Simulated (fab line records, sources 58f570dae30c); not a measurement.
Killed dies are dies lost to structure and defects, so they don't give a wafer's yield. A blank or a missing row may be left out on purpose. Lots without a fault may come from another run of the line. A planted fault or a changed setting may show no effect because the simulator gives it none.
One fault seen from 2 desks | flow berkeley_cmos170 | each desk has only its own numbers; what lay behind them comes last

THE TOOL OWNER'S DESK: lpcvd-02
The tool's own readings at UCB170_CONTACT_CVD_01 (deposits PSG from SiH4/O2/PH3, target thk 700 nm, time 2820 s): means of the sampled wafers that have a number, for each lot that ran on this tool. A lot is out of limits, marked OUT, if its mean lies more than 4 standard deviations from the usual mean; the brackets give that distance.
Columns: A = ph3_flow_sccm at UCB170_CONTACT_CVD_01, usual 25.01 sccm; B = pressure_mtorr at UCB170_CONTACT_CVD_01, usual 300.0 mTorr
lot  | first seen here | A               | B
L543 | day 6 18:29     | 25.05           | 298.4
L541 | day 6 20:16     | 25.06           | 300.0
L546 | day 7 16:35     | 30.01 (+59) OUT | 300.5
L547 | day 7 23:29     | 29.98 (+58) OUT | 300.4
L558 | day 11 01:43    | 25.00           | 299.8
L559 | day 11 01:43    | 25.07           | 300.8
L560 | day 11 01:43    | 25.05           | 300.0
L561 | day 11 06:57    | 24.98           | 300.2
L563 | day 12 01:29    | 24.93           | 300.1
L564 | day 12 01:29    | 24.98           | 299.6
This desk's finding: out of limits on L546, L547; first on L546, day 7 16:35 (ph3_flow_sccm at UCB170_CONTACT_CVD_01). In limits: L543, L541, L558, L559, L560, L561, L563, L564.

THE METROLOGY DESK
What the gauges read, lot by lot, whatever tool the lot ran on: means of the sampled wafers that have a number. A lot is out of limits, marked OUT, if its mean lies more than 4 standard deviations from the usual mean; the brackets give that distance.
Columns: A = cd_nm at UCB170_CONTACT_CD_MEAS_15, usual 699.9 nm
lot  | first seen here | A
L543 | day 6 22:12     | 700.4
L541 | day 7 00:23     | 699.9
L546 | day 7 20:14     | 700.2
L547 | day 8 03:14     | 698.9
L549 | day 9 03:19     | 699.9
L554 | day 9 18:56     | 699.0
L555 | day 9 23:18     | 698.4
L556 | day 10 07:57    | 699.3
L559 | day 11 05:49    | 701.6
L558 | day 11 06:06    | 700.3
L560 | day 11 06:36    | 701.0
L561 | day 11 11:01    | 700.9
L563 | day 12 05:59    | 697.2
L564 | day 12 06:23    | 697.4
This desk's finding: nothing out of limits on any of the 14 lots.

PUT TOGETHER
The tool owner's desk could have raised an alarm at day 7 16:35, on L546, L547.
The metrology desk saw nothing out of limits.
The metrology desk has L546, L547 on record, within its limits.
Of the lots named, all ran UCB170_CONTACT_CVD_01 on lpcvd-02.

WHAT THE SIMULATOR HAD PUT IN
Process parameter drift: lpcvd-02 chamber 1, from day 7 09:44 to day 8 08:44, at UCB170_CONTACT_CVD_01. Setting ph3_flow_sccm, moved by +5, from 25.
Lots struck among those shown: L546, L547.
Hours from the fault's start to each desk's first reading out of limits: the tool owner's desk, 7.
